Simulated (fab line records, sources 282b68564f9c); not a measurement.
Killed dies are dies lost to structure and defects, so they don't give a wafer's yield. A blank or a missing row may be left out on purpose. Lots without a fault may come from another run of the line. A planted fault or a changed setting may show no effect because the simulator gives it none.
fab line records | flow rit_cmos
record lots=6 wafers=18 last_day=7
route steps=202 shown NSD@132 PSD@142 M1@202
lots that met no fault: from a run of the same line without faults
start_h: hours from the record's first day to the start of the lot's first wafer shown | wait_h: hours since the lot's step before | " the same as in the row above | L1.1+2: a row that stands for several wafers | - no value, or no start given | * or withheld: withheld | < > ~ a bound
route shown NAME@n: a module of which the file shows steps, and the number in the route of the first | usual: mean/standard deviation of fault-free wafers | same: alike in all rows | chamber/n: place in a boat | sites: the reading at each site | _std_site: their standard deviation | _edge_site: outer sites' mean less inner sites' | radius_mm: how far each site lies from the wafer's centre | mask NAME#n: copy n | behind: the tool/chamber that last shaped the wafer | hold: why the lot was held/for how many hours/how that ended | device: the transistor (n, p or np) that didn't switch | end of line: the same wafers' tests at the end of the route | a step without rows: its recipe alone | killed: dies lost to structure and defects at the first sort, not the wafer's yield | map: a wafer's dies, x killed, . not, _ none there
set.NAME: the setting as run; set.NAME@STEP: as run at that earlier step | model.NAME: the simulator's own value behind a step, which no gauge read
lots at some steps of the route; a table a step, a row a wafer
services: from which hour (start_h, from the record's first day; less than 0 if before it) a tool's chamber was out of use, for how many hours, and why
## steps
# step RIT_NSD_COAT_01
# recipe resist=NOVOLAK spin_rpm=3250 resist_thk_nm=1000
# step RIT_NSD_SOFTBAKE_02
# recipe resist=NOVOLAK temp_c=90 time_s=60
# step RIT_NSD_EXPOSE_03
# recipe mask_id=M9 na=0.57 target_cd_nm=40700 dose_mj=250
# step RIT_NSD_PEB_04
# recipe resist=NOVOLAK temp_c=withheld time_s=withheld
# step RIT_NSD_DEVELOP_05
# recipe resist=NOVOLAK develop_time_s=50 dev_temp_c=23
# step RIT_NSD_OVL_MEAS_06
# usual NSD_OVL=1.1/1.3
# columns lot.wafer tool chamber start_h wait_h NSD_OVL[nm]
L494.2 overlay-01 - 66.35 - 0.8
L494.4 " - " " 0.5
L494.5 " - " " 2.1
L499.2 overlay-01 - 94.08 - 0.9
L499.3 " - " " 2.5
L499.4 " - " " 1.3
L500.4 overlay-02 - 97.27 - -1.3
L500.5 " - " " -0.2
L500.6 " - " " -0.5
L504.2 overlay-01 - 117.56 - 2.8
L504.3 " - " " 1.0
L504.6 " - " " 2.5
L508.1 overlay-02 - 136.77 - -0.8
L508.3 " - " " 2.5
L508.4 " - " " -0.4
L514.1 overlay-01 - 166.74 - -0.4
L514.4 " - " " 2.6
L514.5 " - " " 1.6
# step RIT_NSD_HARDBAKE_07
# recipe resist=NOVOLAK temp_c=140 time_s=60
# step RIT_NSD_IMPLANT_08
# recipe species=P energy_kev=25 dose_cm2=1e+15 tilt_deg=7
# step RIT_NSD_STRIP_09
# recipe chemistry=O2 time_s=180 resist=NOVOLAK platen_temp_c=withheld power_w=500 pressure_mtorr=4000 o2_flow_sccm=4000
# usual drypump_motor_current_A=6.0/0.38 o2_flow_sccm=3998/12
# columns lot.wafer tool chamber start_h wait_h drypump_motor_current_A o2_flow_sccm rf_hours_counter_h
L494.2 plasma_asher-01 1 66.68 0.1 5.9 4020 43
L494.4 " 1 " " 5.9 3994 -
L494.5 " 0 " " 6.3 4006 -
L499.2 plasma_asher-01 1 94.41 0.1 5.9 3998 46
L499.3 " 1 " " 5.9 4013 -
L499.4 " 0 " " 6.3 4001 -
L500.4 plasma_asher-01 1 97.65 0.1 5.9 3985 -
L500.5 " 0 " " 6.3 4000 -
L500.6 " 1 " " 5.9 3998 -
L504.2 plasma_asher-04 1 117.89 0.1 6.1 4011 35
L504.3 " 0 " " 6.0 4005 -
L504.6 " 0 " " 6.0 4000 -
L508.1 plasma_asher-04 1 137.11 0.1 6.1 4005 37
L508.3 " 1 " " 6.1 3995 -
L508.4 " 0 " " 6.0 3997 -
L514.1 plasma_asher-02 0 167.08 0.1 5.3 4007 55
L514.4 " 1 " " 6.5 3987 -
L514.5 " 1 " " 6.5 3988 -
# step RIT_NSD_TW_MEAS_10
# usual NSD_TW=3137/40
# columns lot.wafer tool chamber start_h wait_h NSD_TW
L494.2 film_metro-03 - 66.87 0.1 3107
L494.4 " - " " 3114
L494.5 " - " " 3097
L499.2 film_metro-03 - 94.60 0.1 3095
L499.3 " - " " 3102
L499.4 " - " " 3098
L500.4 film_metro-02 - 97.79 0.1 3158
L500.5 " - " " 3150
L500.6 " - " " 3137
L504.2 film_metro-03 - 118.08 0.1 3081
L504.3 " - " " 3082
L504.6 " - " " 3063
L508.1 film_metro-01 - 137.28 0.1 3181
L508.3 " - " " 3172
L508.4 " - " " 3159
L514.1 film_metro-01 - 167.25 0.1 3180
L514.4 " - " " 3181
L514.5 " - " " 3196
# step RIT_PSD_HMDS_00
# recipe prime_time_s=60 prime_temp_c=140
# step RIT_PSD_COAT_01
# recipe resist=NOVOLAK spin_rpm=3250 resist_thk_nm=1000
# step RIT_PSD_SOFTBAKE_02
# recipe resist=NOVOLAK temp_c=90 time_s=60
# usual chill_plate_temp_C=23.03/0.1 heater_power_total_W=34.56/0.045 plate_temp_C=90.00/0.12 run_length_s=89.37/0.24
# columns lot.wafer tool chamber start_h wait_h chill_plate_temp_C heater_power_total_W plate_temp_C run_length_s
L494.2 litho_track-03 0 67.24 0.1 22.93 34.52 90.15 89.14
L494.4 " 0 " " 23.00 34.65 89.96 89.13
L494.5 " 0 " " 22.85 34.55 89.99 89.43
L499.2 litho_track-03 0 94.97 0.1 23.29 35.14 - 85.64
L499.3 " 0 " " 23.20 35.17 - 85.53
L499.4 " 0 " " 22.96 35.18 - 85.66
L500.4 litho_track-03 0 98.20 0.1 22.99 35.11 - 85.46
L500.5 " 0 " " 23.02 35.29 - 85.43
L500.6 " 0 " " 22.92 35.29 - 85.72
L504.2 litho_track-01 0 118.61 0.1 23.03 34.56 89.96 89.65
L504.3 " 0 " " 22.95 34.57 89.86 89.51
L504.6 " 0 " " 22.91 34.66 89.97 89.72
L508.1 litho_track-01 0 137.64 0.1 23.06 34.51 90.10 89.80
L508.3 " 0 " " 22.94 34.59 90.14 89.57
L508.4 " 0 " " 23.05 34.54 89.94 89.70
L514.1 litho_track-01 0 167.61 0.1 23.20 34.60 89.85 89.77
L514.4 " 0 " " 23.09 34.53 89.98 89.65
L514.5 " 0 " " 23.09 34.60 90.06 89.69
# step RIT_PSD_EXPOSE_03
# recipe mask_id=M10 na=0.57 target_cd_nm=40900 dose_mj=250
# step RIT_M1_PROBE_99
# usual killed_at_M0_to_M3=0.0/0.23 killed_at_contacts=0.1/0.34 killed_at_front_end=6.9/2.8 killed_dies=7.1/2.8 killed_open=3.4/1.9 killed_short=3.6/1.7
# same gross_dies=264 killed_at_M4_up=0 killed_at_back_side=0 killed_at_other=0
# columns lot.wafer tool chamber start_h wait_h killed_at_M0_to_M3 killed_at_contacts killed_at_front_end killed_dies killed_open killed_short
L494.2 prober-02 - 76.27 0.1 0 0 8 8 5 3
L494.4 prober-02 - 76.37 0.2 0 0 6 6 2 4
L494.5 prober-02 - 76.42 0.2 0 0 9 9 6 3
L499.2 prober-01 - 104.30 0.1 1 0 11 12 7 5
L499.3 prober-01 - 104.35 0.2 0 1 6 7 3 4
L499.4 prober-01 - 104.40 0.2 0 0 4 4 2 2
L500.4 prober-02 - 107.58 0.2 0 0 2 2 1 1
L500.5 prober-02 - 107.63 0.2 0 0 14 14 7 7
L500.6 prober-02 - 107.68 0.2 0 1 6 7 3 4
L504.2 prober-02 - 128.53 0.1 0 0 3 3 0 2
L504.3 prober-02 - 128.58 0.2 0 0 8 8 4 4
L504.6 prober-02 - 128.73 0.2 0 0 7 7 1 6
L508.1 prober-02 - 147.65 0.1 0 0 5 5 3 2
L508.3 prober-02 - 147.75 0.2 0 0 4 4 1 3
L508.4 prober-02 - 147.80 0.2 0 1 3 4 2 2
L514.1 prober-01 - 176.67 0.1 0 0 7 7 4 3
L514.4 prober-01 - 176.82 0.2 0 0 8 8 6 2
L514.5 prober-01 - 176.87 0.2 0 0 13 13 6 7
# killed by level:class
L494.2 REOX:geometric_particle:open=2 SPACER:geometric_particle:short=2 FOX1:geometric_particle:open=1 GATE:geometric_particle:short=1 SPACER:geometric_particle:open=1 SILICIDE:geometric_particle:open=1
L494.4 SILICIDE:geometric_particle:short=2 FOX2:geometric_particle:open=1 GATE:geometric_particle:short=1 REOX:geometric_particle:open=1 REOX:geometric_particle:short=1
L494.5 GATE:geometric_particle:short=3 REOX:geometric_particle:open=3 GATE:geometric_particle:open=2 SILICIDE:geometric_particle:open=1
L499.2 FOX2:geometric_particle:open=2 FOX2:geometric_particle:short=2 GATE:geometric_particle:open=2 SPACER:geometric_particle:open=2 SILICIDE:geometric_particle:short=2 SILICIDE:geometric_particle:open=1 M1:geometric_particle:short=1
L499.3 FOX2:geometric_particle:open=1 GATE:geometric_particle:open=1 REOX:geometric_particle:short=1 SPACER:geometric_particle:short=1 SILICIDE:geometric_particle:open=1 SILICIDE:geometric_particle:short=1 CONTACT:geometric_particle:short=1
L499.4 REOX:geometric_particle:open=1 REOX:geometric_particle:short=1 SPACER:geometric_particle:open=1 SPACER:geometric_particle:short=1
L500.4 GATE:geometric_particle:short=1 GATE:geometric_particle:open=1
L500.5 FOX1:geometric_particle:short=2 GATE:geometric_particle:open=2 SPACER:geometric_particle:open=2 SILICIDE:geometric_particle:short=2 FOX1:geometric_particle:open=1 FOX2:geometric_particle:open=1 GATE:geometric_particle:short=1 REOX:geometric_particle:open=1
L500.6 GATE:geometric_particle:short=2 SILICIDE:geometric_particle:open=2 GATE:geometric_particle:open=1 REOX:geometric_particle:short=1 CONTACT:geometric_particle:short=1
L504.2 SILICIDE:geometric_particle:short=2 GATE:coat_microbubble_printed=1
L504.3 GATE:geometric_particle:short=3 SPACER:geometric_particle:open=2 FOX1:geometric_particle:open=1 GATE:geometric_particle:open=1 SILICIDE:geometric_particle:short=1
L504.6 GATE:geometric_particle:short=3 FOX1:geometric_particle:short=1 FOX2:geometric_particle:short=1 SILICIDE:geometric_particle:open=1 SILICIDE:geometric_particle:short=1
L508.1 FOX1:geometric_particle:short=2 SPACER:geometric_particle:open=2 GATE:geometric_particle:open=1
L508.3 FOX1:geometric_particle:short=1 GATE:geometric_particle:short=1 GATE:geometric_particle:open=1 SILICIDE:geometric_particle:short=1
L508.4 FOX2:geometric_particle:open=1 GATE:geometric_particle:open=1 SILICIDE:geometric_particle:short=1 CONTACT:geometric_particle:short=1
L514.1 GATE:geometric_particle:short=2 FOX1:geometric_particle:open=1 FOX1:geometric_particle:short=1 REOX:geometric_particle:open=1 SPACER:geometric_particle:open=1 SILICIDE:geometric_particle:open=1
L514.4 REOX:geometric_particle:open=2 SILICIDE:geometric_particle:open=2 FOX1:geometric_particle:open=1 FOX1:geometric_particle:short=1 GATE:geometric_particle:open=1 SILICIDE:geometric_particle:short=1
L514.5 GATE:geometric_particle:short=3 GATE:geometric_particle:open=3 FOX1:geometric_particle:open=2 FOX2:geometric_particle:short=2 FOX1:geometric_particle:short=1 REOX:geometric_particle:open=1 REOX:geometric_particle:short=1
## services
# columns tool chamber start_h hours kind
plasma_asher-01 - 111.83 4.1 repair
plasma_asher-04 - 159.44 14.6 pm
## key
first_sign step=RIT_PSD_SOFTBAKE_02 reading=run_length_s direction=down sigmas=16 usual=* struck=*
effect step=RIT_PSD_SOFTBAKE_02 reading=heater_power_total_W direction=up sigmas=14 usual=34.56 struck=35.20
met_at RIT_PSD_SOFTBAKE_02
struck_wafers L499.2,L499.3,L499.4,L500.4,L500.5,L500.6
tester_left_out L499,L500
onset_between 67.24 94.97
fault kind=process_parameter_drift tool=litho_track-03 chamber=- onset_h=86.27 steps=RIT_PSD_SOFTBAKE_02 channel=time_s offset=* shape=step end_h=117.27 acts_in=* stated=*
# tester_left_out: of these lots the tester's yield and bins aren't shown, on N5 and GAA mostly nor the transistor test; their killed dies are dies lost to structure and defects alone, not to doping, threshold or leakage, so they don't give the yield
